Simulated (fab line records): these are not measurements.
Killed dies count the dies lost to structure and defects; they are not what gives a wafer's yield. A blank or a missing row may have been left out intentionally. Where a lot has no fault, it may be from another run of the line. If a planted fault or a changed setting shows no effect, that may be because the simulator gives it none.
Comparing a struck lot with a sound one	flow rit_cmos	14 steps out of a route of 202
Sound: the wafers L400.1, L400.3, L400.5. The struck wafers were L398.3, L398.4, L398.6. Last of all comes the cause.
At each step with rows: each side's tool, then ch and its chambers, then its first start. Under that, the readings that differ: sound wafers	struck wafers	difference of the means	sigmas: that difference in standard deviations of wafers without a fault.
alike: a reading whose means differ by less than 2 such deviations, as well as words and numbers matching on both sides. not compared: withheld readings; readings where some wafer has no value; bounds like >300 that might hide an equal value; numbers whose values overlap and for which the record gives no deviation.
A row with sigmas, a row that says differs or no value, or rows on one side alone: a step with any of these is where the two part. Non-overlapping numbers with no deviation appear without sigmas and do not part them. A reading missing from all wafers of one side parts the sides only when that side holds two or more wafers.

first, 1 step without rows for these wafers: RIT_PWELL_DEVELOP_05 (develop time 68 s).
RIT_PWELL_OVL_MEAS_06:
  struck on overlay-01, day 5 08:19; sound on overlay-02, day 5 17:37
  alike: PWELL_OVL
then, 2 steps without rows for these wafers: RIT_PWELL_HARDBAKE_07 (time 120 s); RIT_PWELL_IMPLANT_08.
RIT_PWELL_STRIP_09: strips in O2, time 180 s.
  sound on plasma_asher-02 ch 0,1, day 5 18:04; struck on plasma_asher-02 ch 0,1, day 5 08:53
  alike: drypump_motor_current_A
  not compared: rf_hours_counter_h
RIT_PWELL_TW_MEAS_10:
  struck on film_metro-03, day 5 09:01; sound on film_metro-04, day 5 18:14
  alike: PWELL_TW
then, 1 step without rows for these wafers: RIT_WELLDRIVE_ANNEAL_00 (time 14700 s).
RIT_WELLDRIVE_RS_MEAS_01: measurement is done with a four-point probe.
  struck on film_metro-03, day 5 14:11; sound on film_metro-04, day 6 00:01
  alike: NWELL_RS
RIT_WELLDRIVE_RS_MEAS_02: measurement is done with a four-point probe.
  struck on film_metro-03, day 5 14:19; sound on film_metro-04, day 6 00:08
  alike: PWELL_RS
then, 3 steps without rows for these wafers: RIT_NRETRO_HMDS_00 (prime time 60 s); RIT_NRETRO_COAT_01 (resist thk 1300 nm); RIT_NRETRO_SOFTBAKE_02 (time 60 s).
RIT_NRETRO_EXPOSE_03: exposes mask M4, target cd 43900 nm.
  struck on iline_stepper-01, day 5 15:00; sound on iline_stepper-02 ch 0, day 6 00:43
  no value came back on the struck wafers for exposure_dose_mJ_cm2, focus_offset_nm (nm); on the sound wafers exposure_dose_mJ_cm2 reads 250.16 250.17 249.84
  alike: mask
after that, 1 step had no rows for these wafers: RIT_NRETRO_PEB_04.

== WHERE THEY PART ==
At RIT_NRETRO_EXPOSE_03 and nowhere else, as far as this record goes.

WHY: the cause the simulator had injected
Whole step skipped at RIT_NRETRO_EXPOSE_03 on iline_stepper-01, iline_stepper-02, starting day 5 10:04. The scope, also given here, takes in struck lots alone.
